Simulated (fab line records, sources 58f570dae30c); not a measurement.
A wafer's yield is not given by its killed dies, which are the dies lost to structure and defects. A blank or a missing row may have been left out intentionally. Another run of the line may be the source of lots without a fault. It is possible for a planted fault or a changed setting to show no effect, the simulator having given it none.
8D (eight disciplines) problem report, filled in by code -- flow berkeley-cmos170 -- the parts of the form that need people (team, actions taken, sign-off) are left out

1. THE ISSUE
Across 6 wafers from 2 lots, M1_AL_RS at UCB170_M1_RS_MEAS_01 averages 0.0442 ohm/sq, while fault-free wafers read 0.0484 ohm/sq with a standard deviation of 0.00054. That puts it -7.7 standard deviations away from the usual mean.
The step: measures by four-point-probe.
First seen on wafer L339.2, day 10 14:19, on film-metro-03. The record has a number at this step for 42 wafers belonging to 14 lots. Rule for "out", or "out of limits": more than 4 standard deviations from the usual mean. The other wafers with a number count as sound.

2. WHAT IT IS; WHAT IT IS NOT
question,is,is not
which readings at this step,M1_AL_RS,-
which lots,"L339, L341","L328, L329, L331, L332, L333, L334, L337, L346, L347, L348, L350, L351"
which wafers of those lots,all that have a number,-
read on which gauges,film-metro-03,"film-metro-01, film-metro-02"
when,from day 10 14:19,"up to then (21 sound wafers); but 15 sound wafers of L346, L347, L348, L350, L351 came after"

3. SUSPECTS, AND WHAT RULES EACH OUT
Counting: a tool at any process step up to the reading remains a suspect when it ran all the lots that are out and ran no sound lot after the first of those.
- the gauge at UCB170_M1_RS_MEAS_01: kept. All the wafers that are out were read on film-metro-03, and no step on other tools shows them out.
- pvd-sputter-03 at UCB170_M1_SPUTTER_00 (material Al, target thk 600 nm, time 80 s): kept. It ran every lot that is out, first L339 (day 10 14:13), and no sound lot after that; its last sound lot up to then is L333 (day 9 01:52).
After counting, pvd-sputter-03 at UCB170_M1_SPUTTER_00 and film-metro-03 at UCB170_M1_RS_MEAS_01 remain.

4. THE CAUSE (what the simulator had put in)
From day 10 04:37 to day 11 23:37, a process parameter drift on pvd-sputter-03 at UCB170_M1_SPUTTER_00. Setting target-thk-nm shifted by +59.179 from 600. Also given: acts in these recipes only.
Counting left 2 suspects, and this tool is among them.

5. THE CHAIN OF EFFECTS, in route order
One row per reading whose mean, taken over the struck wafers that have a number, lies over 3 standard deviations from the usual. Only readings whose record carries a usual standard deviation are examined. hours: median over the lots of the time between each lot's start at the first step of this table that gives one and its start at this step. sigmas: the change, counted in usual standard deviations.
hours,step,reading,usual,on struck wafers,change,sigmas
0,UCB170_M1_RS_MEAS_01,M1_AL_RS,0.0484 ohm/sq,0.0442,-0.0042,-7.7
0,UCB170_M1_THK_MEAS_02,M1_AL_THK,605 nm,664,+58,+8.6
Later steps that measure or inspect, where all struck wafers having a row at the step show a number for every such reading and not one has moved that far: UCB170_M1_CD_MEAS_90.

6. WHAT WOULD HAVE CAUGHT IT SOONER
The first out-of-limits reading at a measuring or inspecting step in this record came at day 10 14:19, 10 hours after the fault's start at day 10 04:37.
Of the tool readings at UCB170_M1_SPUTTER_00 for which the record gives a usual standard deviation, none was out on any struck wafer, so an alarm limit of 4 standard deviations on them would not have fired.
L341, from the lots that are out (2), started UCB170_M1_SPUTTER_00 on pvd-sputter-03 later than day 10 14:19. Putting the tool on hold at that point would have spared it.
